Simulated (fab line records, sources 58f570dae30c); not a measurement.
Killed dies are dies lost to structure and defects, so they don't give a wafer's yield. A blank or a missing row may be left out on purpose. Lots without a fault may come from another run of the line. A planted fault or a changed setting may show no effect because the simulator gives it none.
Which tool did it? | flow berkeley_cmos170 | 14 lots, 42 wafers sampled, at 2 steps of a route of 331

WHAT THE GAUGES READ, wafer by wafer
UCB170_M1_CD_MEAS_90: target cd 700 nm. Usual: cd_nm 699.4 nm, standard deviation 2.4.
lot  | measured     | on        | cd_nm (nm)        | flag
L962 | day 6 15:19  | cd_sem-02 | 698.6 699.7 700.5 |
L968 | day 7 18:19  | cd_sem-01 | 701.2 702.3 701.5 |
L965 | day 7 18:29  | cd_sem-02 | 699.8 702.5 701.3 |
L969 | day 7 23:34  | cd_sem-01 | 699.4 700.3 699.8 |
L971 | day 8 14:58  | cd_sem-02 | 699.5 701.4 700.9 |
L973 | day 9 00:16  | cd_sem-02 | 705.7 704.1 704.6 |
L976 | day 9 17:53  | cd_sem-01 | 700.5 699.0 701.5 |
L975 | day 9 18:57  | cd_sem-02 | 702.1 699.7 703.6 |
L979 | day 10 13:47 | cd_sem-01 | 699.3 697.2 700.0 |
L978 | day 10 11:44 | cd_sem-02 | 698.6 698.6 695.0 |
L980 | day 10 19:25 | cd_sem-01 | 695.6 699.2 701.8 |
L981 | day 11 04:57 | cd_sem-02 | 699.4 700.0 696.0 |
L982 | day 11 06:53 | cd_sem-02 | 701.3 700.2 698.9 |
L985 | day 11 13:26 | cd_sem-02 | 699.4 701.6 697.8 |

WHICH TOOL RAN EACH LOT (tool, then ch and the chambers of the sampled wafers, then the start)
lot  | UCB170_SDANNEAL_RTA_01
L962 | rtp_anneal-02 ch 0, day 6 06:22
L968 | rtp_anneal-02 ch 0, day 7 07:45
L965 | rtp_anneal-01 ch 0, day 7 08:10
L969 | rtp_anneal-01 ch 0, day 7 16:20
L971 | rtp_anneal-01 ch 0, day 8 07:37
L973 | rtp_anneal-01 ch 0, day 8 16:51
L976 | rtp_anneal-02 ch 0, day 9 10:19
L975 | rtp_anneal-01 ch 0, day 9 10:22
L979 | rtp_anneal-01 ch 0, day 10 00:29
L978 | rtp_anneal-02 ch 0, day 10 00:30
L980 | rtp_anneal-01 ch 0, day 10 12:03
L981 | rtp_anneal-02 ch 0, day 10 20:26
L982 | rtp_anneal-02 ch 0, day 10 21:19
L985 | rtp_anneal-01 ch 0, day 11 05:49
- UCB170_SDANNEAL_RTA_01: time 5 s.

WHAT THE TOOLS THEMSELVES READ (means of the sampled wafers that have a number; where no wafer has one, the mark that the record gives instead)
UCB170_SDANNEAL_RTA_01. Usual: lamp_power_pct 37.9 %, standard deviation 2.4; wafer_temp_C_max 1054.8, standard deviation 1.3.
lot  | tool          | lamp_power_pct (%) | wafer_temp_C_max | flag
L962 | rtp_anneal-02 | 40.7               | 1055.0           |
L968 | rtp_anneal-02 | 40.7               | 1056.6           |
L965 | rtp_anneal-01 | 35.8               | 1053.6           |
L969 | rtp_anneal-01 | 35.8               | 1054.2           |
L971 | rtp_anneal-01 | 35.9               | 1054.9           |
L973 | rtp_anneal-01 | 35.8               | 1054.1           |
L976 | rtp_anneal-02 | 40.7               | 1055.8           |
L975 | rtp_anneal-01 | 35.8               | 1054.3           |
L979 | rtp_anneal-01 | 35.9               | 1053.6           |
L978 | rtp_anneal-02 | 40.7               | 1057.1           |
L980 | rtp_anneal-01 | 35.8               | 1053.8           |
L981 | rtp_anneal-02 | 40.7               | 1055.3           |
L982 | rtp_anneal-02 | 40.7               | 1056.1           |
L985 | rtp_anneal-01 | 35.8               | 1053.7           |

THE ANSWER, worked out from the rows above alone
Rule: a lot is off if the mean of its wafers that have a number lies more than 3 standard deviations from the usual mean. A lot without any number at a reading at which 4 lots or more have one is off too. The other lots that the step has rows for count as sound. The gauges are gone through in route order, then the tools' own readings, and for those a lot's mean is taken as printed above. The first step at which some lot is off is used, and at that step the reading that is off furthest; a lot without a number counts as furthest.
No lot is off at any reading shown: from this, nothing can be told.

WHAT THE SIMULATOR HAD PUT IN
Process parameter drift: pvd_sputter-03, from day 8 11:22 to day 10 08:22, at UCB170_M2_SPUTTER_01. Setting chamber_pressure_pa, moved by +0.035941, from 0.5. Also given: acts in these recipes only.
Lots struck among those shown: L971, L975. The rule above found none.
